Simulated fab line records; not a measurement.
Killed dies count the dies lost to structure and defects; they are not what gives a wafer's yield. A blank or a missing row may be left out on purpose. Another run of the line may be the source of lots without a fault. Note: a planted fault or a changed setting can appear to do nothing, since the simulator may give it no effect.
Problem report in the 8D (eight disciplines) form, filled by code || flow rit cmos || the parts of the form that need people (team, actions taken, sign-off) are left out

== 1. WHAT IS WRONG ==
Wafers without a fault read 34.56 W, standard deviation 0.049; heater power total W at RIT_GATE_SOFTBAKE_12 reads a mean of 35.22 W on 9 wafers belonging to 3 lots. Measured from the usual mean, that is +13 standard deviations.
The step: time 60 s.
First seen on wafer L755.2, day 5 21:07, on litho track-03. At this step, 45 wafers from 15 lots have a number in the record. The rule behind "out" and "out of limits": a value lying over 4 standard deviations away from the usual mean. Any other wafer with a number is counted as sound.

== 2. WHAT IT IS, AND WHAT IT ISN'T ==
{"question": "which readings at this step", "is": "heater power total W, plate temp C", "is not": "-"}
{"question": "which lots", "is": "L755, L756, L759", "is not": "L740, L743, L744, L745, L746, L748, L749, L750, L751, L752, L758, L761"}
{"question": "which wafers of those lots", "is": "all that have a number", "is not": "-"}
{"question": "read on which tools", "is": "litho track-03", "is not": "litho track-01, litho track-04"}
{"question": "when", "is": "from day 5 21:07", "is not": "up to then (30 sound wafers); but 6 sound wafers of L758, L761 came after"}

== 3. SUSPECTS, AND WHAT RULES EACH OUT ==
Counting: a tool at any process step up to the reading remains a suspect when it ran all the lots that are out and ran no sound lot after the first of those.
- litho track-03 at RIT_GATE_SOFTBAKE_12 (time 60 s): kept. All lots that are out passed through it, beginning with L755 at day 5 21:07, and no sound lot followed; its final sound lot before that point was L752 at day 5 04:38. On those wafers its own readings are out: heater power total W, plate temp C.
The count leaves litho track-03 at RIT_GATE_SOFTBAKE_12.

== 4. THE CAUSE (what the simulator had put in) ==
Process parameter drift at RIT_GATE_SOFTBAKE_12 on litho track-03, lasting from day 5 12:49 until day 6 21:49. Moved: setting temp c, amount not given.
Only this tool survived the counting.

== 5. THE CHAIN OF EFFECTS, in route order ==
Each row: a reading whose mean over the struck wafers that have a number lies more than 3 standard deviations from the usual. Scope: only readings with a usual standard deviation given in the record; hours: median across lots of the time from each lot's start at the first step in this table that gives one to its start at this step; sigmas: change in usual standard deviations.
{"hours": 0, "step": "RIT_GATE_SOFTBAKE_12", "reading": "heater power total W", "usual": "34.56 W", "on struck wafers": 35.22, "change": "+0.66", "sigmas": "+13"}
{"hours": 0, "step": "RIT_GATE_SOFTBAKE_12", "reading": "plate temp C", "usual": "89.99 C", "on struck wafers": 91.11, "change": "+1.12", "sigmas": "+8.6"}
Process steps it contains:
- RIT_GATE_SOFTBAKE_12: time 60 s.

== 6. HOW IT WOULD HAVE BEEN CAUGHT EARLIER ==
First out-of-limits reading in this record: day 5 21:07, which is 8 hours after fault onset at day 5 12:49.
